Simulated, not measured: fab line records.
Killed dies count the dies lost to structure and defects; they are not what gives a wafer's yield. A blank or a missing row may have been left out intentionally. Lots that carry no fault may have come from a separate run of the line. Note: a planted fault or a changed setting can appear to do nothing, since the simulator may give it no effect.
Chamber matching -- flow berkeleyCmos170 -- UCB170_ACTIVE_ETCH_15 on rieDiel-03 has 4 sister chambers
The step etches Si3N4 in CH3F/Ar/O2, stops on SiO2, target depth 242 nm, time 151 s. 16 wafers are shown with their chamber, then 8 later ones without.

WAFERS WITH THEIR CHAMBER
wafer,chamber,throttleValvePct (%),drypumpMotorCurrentA (A),oesProductAu (a.u.)
L074.1,3,8.36,5.7,0.957
L074.3,1,8.04,6.0,0.948
L074.6,1,8.02,6.0,0.952
L077.1,1,8.05,6.0,0.943
L077.3,0,8.07,5.6,0.950
L077.5,1,8.03,6.0,0.957
L078.2,0,8.07,5.6,0.960
L078.4,2,7.91,6.0,0.936
L078.5,1,8.01,6.0,0.952
L088.1,1,8.04,6.0,0.942
L088.2,2,7.92,6.0,0.932
L088.6,0,8.07,5.7,0.959
L091.3,2,7.91,6.0,0.937
L091.4,0,8.08,5.6,0.968
L091.6,3,8.35,5.7,0.962
L092.1,1,8.04,6.0,0.946

SIGNATURES (means of the wafers above)
reading,chamber 0,chamber 1,chamber 2,chamber 3,scatter within a chamber
throttleValvePct,8.0725,8.0329,7.9133,8.3550,0.0105
drypumpMotorCurrentA,5.625,6.000,6.000,5.700,0.025
oesProductAu,0.95925,0.94857,0.93500,0.95950,0.00551
Rule: for a wafer and a chamber, the distance is found by dividing, reading by reading, the gap between the wafer's reading and the chamber's mean by the reading's scatter, squaring, summing and taking the root. If the next closest chamber is less than 2 further off than the closest, the wafer can't be placed; otherwise it belongs to the closest. The scatter: the root of (the sum of the squares of (reading less its chamber's mean) over the shown wafers, divided by (wafers less chambers)).

WAFERS WITHOUT THEIR CHAMBER
wafer,throttleValvePct (%),drypumpMotorCurrentA (A),oesProductAu (a.u.)
L092.3,8.33,5.7,0.952
L092.4,7.93,5.9,0.943
L094.3,8.04,6.0,0.957
L094.4,8.36,5.7,0.960
L094.5,8.03,6.0,0.951
L095.3,8.02,6.0,0.954
L095.4,8.34,5.7,0.959
L095.5,7.91,5.9,0.946

WHICH CHAMBER EACH ONE RAN IN
wafer,from the rows above,in truth
L092.3,3,3
L092.4,2,2
L094.3,1,1
L094.4,3,3
L094.5,1,1
L095.3,1,1
L095.4,3,3
L095.5,2,2
8 of 8 placed correctly. Left unplaced by these rows: 0. Number placed wrongly: 0.
